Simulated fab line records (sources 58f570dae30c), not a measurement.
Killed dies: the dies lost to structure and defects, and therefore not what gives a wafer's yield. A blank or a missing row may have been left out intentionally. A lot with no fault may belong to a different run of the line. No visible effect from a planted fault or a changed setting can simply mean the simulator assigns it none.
Problem report, 8D (eight disciplines) form, completed by code -- flow berkeley_cmos170 -- the parts of the form that need people (team, actions taken, sign-off) are left out

== 1. PROBLEM STATEMENT ==
M2_AL_RS at UCB170_M2_RS_MEAS_02 reads a mean of 0.0532 ohm/sq on 6 wafers of 2 lots; wafers without a fault read 0.0323 ohm/sq with a standard deviation of 0.00056. Measured from the usual mean, that is +37 standard deviations.
The step: measures by four-point-probe.
The first sign was on wafer L374.3 at day 10 13:44, on film_metro-03. Wafers with a number at this step in the record: 42, from 14 lots. By rule, "out" or "out of limits" means more than 4 standard deviations away from the usual mean. Any other wafer with a number is counted as sound.

== 2. WHAT IT IS, WHAT IT ISN'T ==
question,is,is not
which readings at this step,M2_AL_RS,-
which lots,"L374, L377","L367, L368, L370, L373, L376, L379, L380, L384, L386, L388, L389, L390"
which wafers of those lots,all that have a number,-
read on which gauges,"film_metro-02, film_metro-03",film_metro-04
when,from day 10 13:44,"up to then (12 sound wafers); but 24 sound wafers of L376, L379, L380, L384, L386, L388, L389, L390 came after"

== 3. WHAT RULES OUT EACH SUSPECT ==
Counting: any tool at a process step up to the reading is kept as a suspect provided that every lot that is out went through it and no sound lot did after the first of them.
- the gauge at UCB170_M2_RS_MEAS_02 has been ruled out. 2 gauges (film_metro-02, film_metro-03) read the wafers that are out.
- rtp_anneal-02 at UCB170_SDANNEAL_RTA_00 (time 10 s): ruled out as a lasting fault. The sound lots L376, L384, L386, L388, L390 went through it after L374, its earliest lot that is out (day 9 21:23).
- rtp_anneal-02 at UCB170_CONTACT_RTA_08 (time 10 s): ruled out as a lasting fault. The sound lots L384, L386, L388, L390 went through it after L374, its earliest lot that is out (day 10 02:29).
- pvd_sputter-04 at UCB170_M2_SPUTTER_01 (material Al, target thk 900 nm, time 120 s): ruled out as a lasting fault. The sound lots L386, L390 went through it after L374, its earliest lot that is out (day 10 13:37).
Left after counting: nothing in the record.

== 4. THE CAUSE (what the simulator had put in) ==
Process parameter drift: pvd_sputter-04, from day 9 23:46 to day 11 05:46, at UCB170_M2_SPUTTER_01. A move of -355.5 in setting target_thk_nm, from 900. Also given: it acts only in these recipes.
The count ruled it out by mistake, since the rule takes a fault to strike every lot its tool runs from the start of the fault on, and this one did not do so.

== 5. THE CHAIN OF EFFECTS, in route order ==
Each row: a reading whose mean over the struck wafers that have a number lies more than 3 standard deviations from the usual. Readings are gone through only where the record gives a usual standard deviation; hours: the median, over the lots, of the time from a lot's start at the first step in this table giving one to that lot's start at this step; sigmas: the change measured in usual standard deviations.
hours,step,reading,usual,on struck wafers,change,sigmas
0,UCB170_M2_RS_MEAS_02,M2_AL_RS,0.0323 ohm/sq,0.0532,+0.0209,+37
0,UCB170_M2_THK_MEAS_03,M2_AL_THK,880 nm,539,-341,-19
3,UCB170_M2_METAL_ETCH_18,oes_product_au,0.862 a.u.,0.673,-0.189,-16
Process steps it contains:
- UCB170_M2_METAL_ETCH_18: etches Al in Cl2/BCl3, stops on SiO2, target depth 1170 nm, time 195 s.

== 6. WHAT WOULD HAVE CAUGHT IT SOONER ==
In this record the first reading out of limits at a measuring or inspecting step was taken at day 10 13:44, 14 hours after the fault began at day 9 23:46.
An alarm limit of 4 standard deviations would not have fired on the tool readings at UCB170_M2_SPUTTER_01 for which the record gives a usual standard deviation, since none of them was out on any struck wafer.
